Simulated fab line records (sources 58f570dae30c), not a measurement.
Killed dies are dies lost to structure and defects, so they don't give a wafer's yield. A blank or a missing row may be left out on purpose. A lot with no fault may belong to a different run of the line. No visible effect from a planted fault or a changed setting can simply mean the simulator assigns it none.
Check of tool commonality | flow berkeley-cmos170 | 45 wafers sampled across 15 lots

REASON FOR OPENING
At UCB170_ACTIVE_THK_MEAS_06 the reading ACTIVE_NITRIDE_THK is flagged on 4 of 15 lots. Wafers without a fault read 220.4 nm, standard deviation 1.6.
Rule: a lot is flagged when every wafer of it that has a number lies more than 4 standard deviations from that mean, or none has a number. The rest of the lots are taken to be sound.

lot  | measured    | on            | ACTIVE_NITRIDE_THK (nm), wafer by wafer | flag
L282 | day 4 18:53 | film-metro-01 | 220.4 220.6 220.5                       |
L281 | day 4 23:50 | film-metro-01 | 220.5 221.0 220.7                       |
L284 | day 5 09:32 | film-metro-01 | 221.7 219.8 220.4                       |
L283 | day 5 09:33 | film-metro-03 | 222.0 219.8 221.9                       |
L286 | day 5 19:25 | film-metro-03 | 221.9 221.8 221.9                       |
L285 | day 5 19:26 | film-metro-02 | 220.1 220.5 219.4                       |
L287 | day 5 19:31 | film-metro-03 | 220.7 220.5 222.1                       |
L291 | day 7 04:16 | film-metro-01 | 177.5 176.2 177.6                       | FLAGGED
L292 | day 7 04:17 | film-metro-03 | 178.2 179.6 178.6                       | FLAGGED
L294 | day 7 11:49 | film-metro-02 | 180.1 177.4 178.1                       | FLAGGED
L293 | day 7 11:50 | film-metro-03 | 179.6 178.9 178.9                       | FLAGGED
L297 | day 9 01:47 | film-metro-03 | 219.0 216.8 217.9                       |
L299 | day 9 01:47 | film-metro-02 | 218.8 220.2 219.4                       |
L298 | day 9 01:51 | film-metro-03 | 219.0 218.1 221.0                       |
L300 | day 9 01:51 | film-metro-02 | 218.3 218.5 219.3                       |
The mean of the flagged lots' numbers is 178.4 nm, -42.0 nm from the usual (-26 standard deviations).

WHICH TOOL RAN EACH LOT
The record keeps 1 process step preceding the reading, out of 331 steps on the route. Every cell lists first the tool, next ch and the chambers used by the sampled wafers, and last the start.
lot  | flag    | UCB170_ACTIVE_CVD_05
L282 |         | lpcvd-01 ch 1, day 4 16:58
L281 |         | lpcvd-02 ch 1, day 4 21:55
L284 |         | lpcvd-02 ch 0, day 5 07:37
L283 |         | lpcvd-02 ch 1, day 5 07:37
L286 |         | lpcvd-02 ch 0, day 5 17:31
L285 |         | lpcvd-02 ch 1, day 5 17:31
L287 |         | lpcvd-02 ch 0, day 5 17:31
L291 | FLAGGED | lpcvd-01 ch 0, day 7 02:20
L292 | FLAGGED | lpcvd-01 ch 0, day 7 02:20
L294 | FLAGGED | lpcvd-01 ch 0, day 7 09:53
L293 | FLAGGED | lpcvd-01 ch 0, day 7 09:53
L297 |         | lpcvd-02 ch 1, day 8 23:53
L299 |         | lpcvd-02 ch 1, day 8 23:53
L298 |         | lpcvd-02 ch 0, day 8 23:53
L300 |         | lpcvd-02 ch 1, day 8 23:53
What these steps do:
- UCB170_ACTIVE_CVD_05: deposits Si3N4 from SiH2Cl2/NH3, target thk 220 nm, time 3300 s.
- UCB170_ACTIVE_THK_MEAS_06

FLAGGED AGAINST TOTAL, ONE TOOL AT A TIME (gauges that did the reading follow at the end)
step                      | tool          | lots run | flagged | share of the flagged lots | sound lots run after its first flagged lot
UCB170_ACTIVE_CVD_05      | lpcvd-01      | 5        | 4       | all                       | 0
UCB170_ACTIVE_CVD_05      | lpcvd-02      | 10       | 0       | none                      | -
UCB170_ACTIVE_THK_MEAS_06 | film-metro-01 | 4        | 1       | some                      | 0
UCB170_ACTIVE_THK_MEAS_06 | film-metro-02 | 4        | 1       | some                      | 2 (L299,L300)
UCB170_ACTIVE_THK_MEAS_06 | film-metro-03 | 7        | 2       | some                      | 2 (L297,L298)

WHAT THE TABLE ALLOWS
1 row of the table ran every flagged lot: lpcvd-01 at UCB170_ACTIVE_CVD_05.
- lpcvd-01 at UCB170_ACTIVE_CVD_05 ran 5 lots, 4 of them flagged. It ran its last sound lot, L282, at day 4 16:58 and its first flagged lot, L291, at day 7 02:20: a fault with its onset between the two fits.
Just one tool remains: lpcvd-01 at UCB170_ACTIVE_CVD_05.

WHAT THE SIMULATOR HAD PUT IN
Site profile drift: lpcvd-01, from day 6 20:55 on, at UCB170_ACTIVE_CVD_05. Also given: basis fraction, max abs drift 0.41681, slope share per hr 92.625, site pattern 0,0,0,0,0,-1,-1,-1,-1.
Struck lots among those shown: L291, L292, L294, L293. The rule above reached the same finding.
